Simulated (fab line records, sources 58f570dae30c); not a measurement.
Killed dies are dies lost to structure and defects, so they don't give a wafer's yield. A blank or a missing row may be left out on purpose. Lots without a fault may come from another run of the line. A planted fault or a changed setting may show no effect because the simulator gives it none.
A struck lot beside a sound one | flow berkeley_cmos170 | 15 steps out of a route of 331
Sound: wafers L322.3, L322.4, L322.5. Struck: wafers L321.1, L321.2, L321.3. The cause comes at the end.
At each step with rows: each side's tool, then ch and its chambers, then its first start. Under that, the readings that differ: sound wafers | struck wafers | difference of the means | sigmas: that difference in standard deviations of wafers without a fault.
alike: readings whose means differ by less than 2 such deviations, and words and numbers that are the same on both sides. not compared: withheld readings, readings that some wafer has no value for, bounds like >300 that may hide the same value, and numbers for which the record gives no deviation and whose values overlap.
The two part at a step that has a row with sigmas, a row that says differs or no value, or rows on one side only. Numbers that don't overlap but have no deviation are shown without sigmas and don't part them. A reading that every wafer of one side lacks parts them only if that side has two wafers or more.

UCB170_NWELL_THK_MEAS_02:
  sound on film_metro-01, day 5 22:41; struck on film_metro-02, day 5 17:34
  alike: NWELL_OXIDE_THK
then, 2 steps without rows for these wafers: UCB170_NWELL_ANNEAL_03 (time 900 s); UCB170_NWELL_CVD_04 (deposits Si3N4 from SiH2Cl2/NH3, target thk 224 nm, time 3360 s).
UCB170_NWELL_THK_MEAS_05:
  sound on film_metro-01, day 6 07:01; struck on film_metro-04, day 6 00:34
  alike: NWELL_NITRIDE_THK
then, 6 steps without rows for these wafers: UCB170_NWELL_HMDS_06 (prime time 60 s); UCB170_NWELL_COAT_07 (resist thk 900 nm); UCB170_NWELL_SOFTBAKE_08 (time 60 s); UCB170_NWELL_EXPOSE_09 (exposes mask NWELL, target cd 3000 nm); UCB170_NWELL_PEB_10; UCB170_NWELL_DEVELOP_11 (develop time 45 s).
UCB170_NWELL_OVL_MEAS_12:
  sound on overlay-02, day 6 08:26; struck on overlay-01, day 6 01:44
  alike: NWELL_OVL
UCB170_NWELL_ETCH_13: etches Si3N4 in CH3F/Ar/O2, stops on SiO2, target depth 246.4 nm, time 154 s.
  sound on rie_diel-03 ch 0,1,2, day 6 08:28; struck on rie_diel-02 ch 0,1,2, day 6 01:47
  alike: drypump_motor_current_A, oes_product_au, rf_fwd_power_W, throttle_valve_pct
  not compared: rf_hours_counter_h
UCB170_NWELL_IMPLANT_14:
  sound on implanter-04 ch 0, day 6 08:37; struck on implanter-01 ch 0, day 6 01:53
  reading            | sound             | struck            | difference | sigmas
  tilt_deg (degrees) | 6.957 6.985 7.002 | 7.589 7.608 7.592 | +0.615     | +29
UCB170_NWELL_STRIP_15: strips in O2.
  sound on plasma_asher-02 ch 0,1, day 6 08:45; struck on plasma_asher-02 ch 0,1, day 6 02:02
  alike: drypump_motor_current_A, o2_flow_sccm, oes_product_au, strip_time_to_endpoint_s
  not compared: rf_hours_counter_h
-- the record jumps here: 6 days lie between the struck wafers' starts before and after (it left off in module NWELL and takes up again in module M3, whose first step shown is number 331 of the route) --
UCB170_M3_PROBE_99:
  the record has rows for the struck wafers here (prober-01, day 12 02:59) and none for the sound ones

WHERE THEY PART
First at UCB170_NWELL_IMPLANT_14; last, within this record, at UCB170_M3_PROBE_99.

WHY: what the simulator had put in
Process parameter drift: implanter-01, from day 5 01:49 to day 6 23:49, at UCB170_NWELL_IMPLANT_14. Setting tilt_deg, moved by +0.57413, from 7. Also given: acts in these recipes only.
